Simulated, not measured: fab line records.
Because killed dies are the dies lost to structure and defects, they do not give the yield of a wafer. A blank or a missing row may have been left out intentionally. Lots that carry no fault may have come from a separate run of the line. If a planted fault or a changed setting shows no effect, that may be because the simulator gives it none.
Which tool did it? :: flow berkeley cmos170 :: 42 wafers from 14 lots sampled at 3 of the route's 331 steps

== WHAT EACH GAUGE READ, for each wafer ==
UCB170_M3_RS_MEAS_02: the measuring method here is four-point-probe. Usual: M3_AL_RS typically reads 0.0322 ohm/sq, with standard deviation 0.00035.
lot: L949
measured: day 9 04:11
on: film metro-03
M3_AL_RS (ohm/sq): 0.0324 0.0318 0.0321
flag: 

lot: L948
measured: day 9 10:19
on: film metro-02
M3_AL_RS (ohm/sq): 0.0320 0.0320 0.0330
flag: 

lot: L950
measured: day 9 15:10
on: film metro-03
M3_AL_RS (ohm/sq): 0.0324 0.0323 0.0323
flag: 

lot: L952
measured: day 10 06:49
on: film metro-04
M3_AL_RS (ohm/sq): 0.0326 0.0326 0.0327
flag: 

lot: L956
measured: day 10 09:18
on: film metro-03
M3_AL_RS (ohm/sq): 0.0321 0.0321 0.0320
flag: 

lot: L954
measured: day 10 09:40
on: film metro-04
M3_AL_RS (ohm/sq): 0.0322 0.0322 0.0325
flag: 

lot: L957
measured: day 10 16:58
on: film metro-03
M3_AL_RS (ohm/sq): 0.0327 0.0326 0.0329
flag: 

lot: L960
measured: day 11 16:37
on: film metro-02
M3_AL_RS (ohm/sq): 0.0322 0.0320 0.0321
flag: 

lot: L959
measured: day 11 17:22
on: film metro-03
M3_AL_RS (ohm/sq): 0.0328 0.0326 0.0324
flag: 

lot: L961
measured: day 11 20:13
on: film metro-03
M3_AL_RS (ohm/sq): 0.0322 0.0324 0.0324
flag: 

lot: L963
measured: day 12 10:06
on: film metro-03
M3_AL_RS (ohm/sq): 0.0328 0.0319 0.0328
flag: 

lot: L962
measured: day 12 12:17
on: film metro-04
M3_AL_RS (ohm/sq): 0.0703 0.0673 0.0658
flag: OFF

lot: L968
measured: day 12 22:58
on: film metro-02
M3_AL_RS (ohm/sq): 0.0672 0.0658 0.0659
flag: OFF

lot: L969
measured: day 13 00:20
on: film metro-03
M3_AL_RS (ohm/sq): 0.0320 0.0325 0.0319
flag: 

UCB170_M3_THK_MEAS_03: measures by xrf. Usual: M3_AL_THK typically reads 904 nm, with standard deviation 11.
lot: L949
measured: day 9 04:19
on: film metro-03
M3_AL_THK (nm): 897 913 903
flag: 

lot: L948
measured: day 9 10:26
on: film metro-02
M3_AL_THK (nm): 907 912 882
flag: 

lot: L950
measured: day 9 15:17
on: film metro-03
M3_AL_THK (nm): 895 899 896
flag: 

lot: L952
measured: day 10 06:55
on: film metro-04
M3_AL_THK (nm): 896 893 895
flag: 

lot: L956
measured: day 10 09:25
on: film metro-03
M3_AL_THK (nm): 907 906 916
flag: 

lot: L954
measured: day 10 09:47
on: film metro-04
M3_AL_THK (nm): 907 908 898
flag: 

lot: L957
measured: day 10 17:04
on: film metro-03
M3_AL_THK (nm): 892 894 886
flag: 

lot: L960
measured: day 11 16:44
on: film metro-02
M3_AL_THK (nm): 911 914 910
flag: 

lot: L959
measured: day 11 17:28
on: film metro-03
M3_AL_THK (nm): 889 898 896
flag: 

lot: L961
measured: day 11 20:20
on: film metro-03
M3_AL_THK (nm): 908 899 894
flag: 

lot: L963
measured: day 12 10:12
on: film metro-03
M3_AL_THK (nm): 889 906 886
flag: 

lot: L962
measured: day 12 12:23
on: film metro-04
M3_AL_THK (nm): 421 441 450
flag: OFF

lot: L968
measured: day 12 23:05
on: film metro-02
M3_AL_THK (nm): 439 451 448
flag: OFF

lot: L969
measured: day 13 00:27
on: film metro-03
M3_AL_THK (nm): 911 895 916
flag: 

== WHAT TOOL EACH LOT RAN ON (gives the tool, then ch and the chambers of the sampled wafers, and finally the start) ==
lot: L949
UCB170_M3_SPUTTER_01: pvd sputter-02, day 9 04:06

lot: L948
UCB170_M3_SPUTTER_01: pvd sputter-01, day 9 10:13

lot: L950
UCB170_M3_SPUTTER_01: pvd sputter-02, day 9 15:05

lot: L952
UCB170_M3_SPUTTER_01: pvd sputter-04, day 10 06:41

lot: L956
UCB170_M3_SPUTTER_01: pvd sputter-02, day 10 09:13

lot: L954
UCB170_M3_SPUTTER_01: pvd sputter-04, day 10 09:33

lot: L957
UCB170_M3_SPUTTER_01: pvd sputter-04, day 10 16:51

lot: L960
UCB170_M3_SPUTTER_01: pvd sputter-02, day 11 16:31

lot: L959
UCB170_M3_SPUTTER_01: pvd sputter-04, day 11 17:15

lot: L961
UCB170_M3_SPUTTER_01: pvd sputter-01, day 11 20:08

lot: L963
UCB170_M3_SPUTTER_01: pvd sputter-01, day 12 09:59

lot: L962
UCB170_M3_SPUTTER_01: pvd sputter-01, day 12 12:10

lot: L968
UCB170_M3_SPUTTER_01: pvd sputter-01, day 12 22:53

lot: L969
UCB170_M3_SPUTTER_01: pvd sputter-02, day 13 00:14
- UCB170_M3_SPUTTER_01: material Al, target thk 900 nm, time 120 s.

== WHAT THE TOOLS THEMSELVES READ (means of the sampled wafers that have a number; where no wafer has one, the mark that the record gives instead) ==
UCB170_M3_SPUTTER_01. Usual: throttle valve pct 30.5 %, standard deviation 1.1.
lot: L949
tool: pvd sputter-02
throttle valve pct (%): 29.3
flag: 

lot: L948
tool: pvd sputter-01
throttle valve pct (%): 32.0
flag: 

lot: L950
tool: pvd sputter-02
throttle valve pct (%): 29.8
flag: 

lot: L952
tool: pvd sputter-04
throttle valve pct (%): 30.9
flag: 

lot: L956
tool: pvd sputter-02
throttle valve pct (%): 30.2
flag: 

lot: L954
tool: pvd sputter-04
throttle valve pct (%): 30.5
flag: 

lot: L957
tool: pvd sputter-04
throttle valve pct (%): 30.0
flag: 

lot: L960
tool: pvd sputter-02
throttle valve pct (%): 29.7
flag: 

lot: L959
tool: pvd sputter-04
throttle valve pct (%): 30.4
flag: 

lot: L961
tool: pvd sputter-01
throttle valve pct (%): 31.8
flag: 

lot: L963
tool: pvd sputter-01
throttle valve pct (%): 31.5
flag: 

lot: L962
tool: pvd sputter-01
throttle valve pct (%): 30.5
flag: 

lot: L968
tool: pvd sputter-01
throttle valve pct (%): 30.3
flag: 

lot: L969
tool: pvd sputter-02
throttle valve pct (%): 30.2
flag: 

== THE ANSWER, worked out from the rows above alone ==
Rule: a lot is off if the mean of its wafers that have a number lies more than 3 standard deviations from the usual mean. A lot without any number at a reading at which 4 lots or more have one is off too. All remaining lots with rows at the step are treated as sound. After the gauges, taken in route order, come the tools' own readings; for these a lot's mean is taken, as printed above. At the first step where some lot is off, the reading lying furthest off is the one used; lots without a number count as furthest.
Off: at UCB170_M3_RS_MEAS_02 (M3_AL_RS), L962, L968.
A tool fits if, at a process step before that reading, it ran every lot that is off, and no sound lot after the first of them. The gauges at UCB170_M3_RS_MEAS_02 are tried like those tools. One fits: UCB170_M3_SPUTTER_01 on pvd sputter-01. Its last sound lot is L963 (day 12 09:59), its first lot that is off L962 (day 12 12:10): a fault that began between those two fits.

== WHAT THE SIMULATOR HAD PUT IN ==
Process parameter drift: pvd sputter-01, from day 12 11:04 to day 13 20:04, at UCB170_M3_SPUTTER_01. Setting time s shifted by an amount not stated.
Lots struck among those shown: L962, L968. The same result came from the rule above.
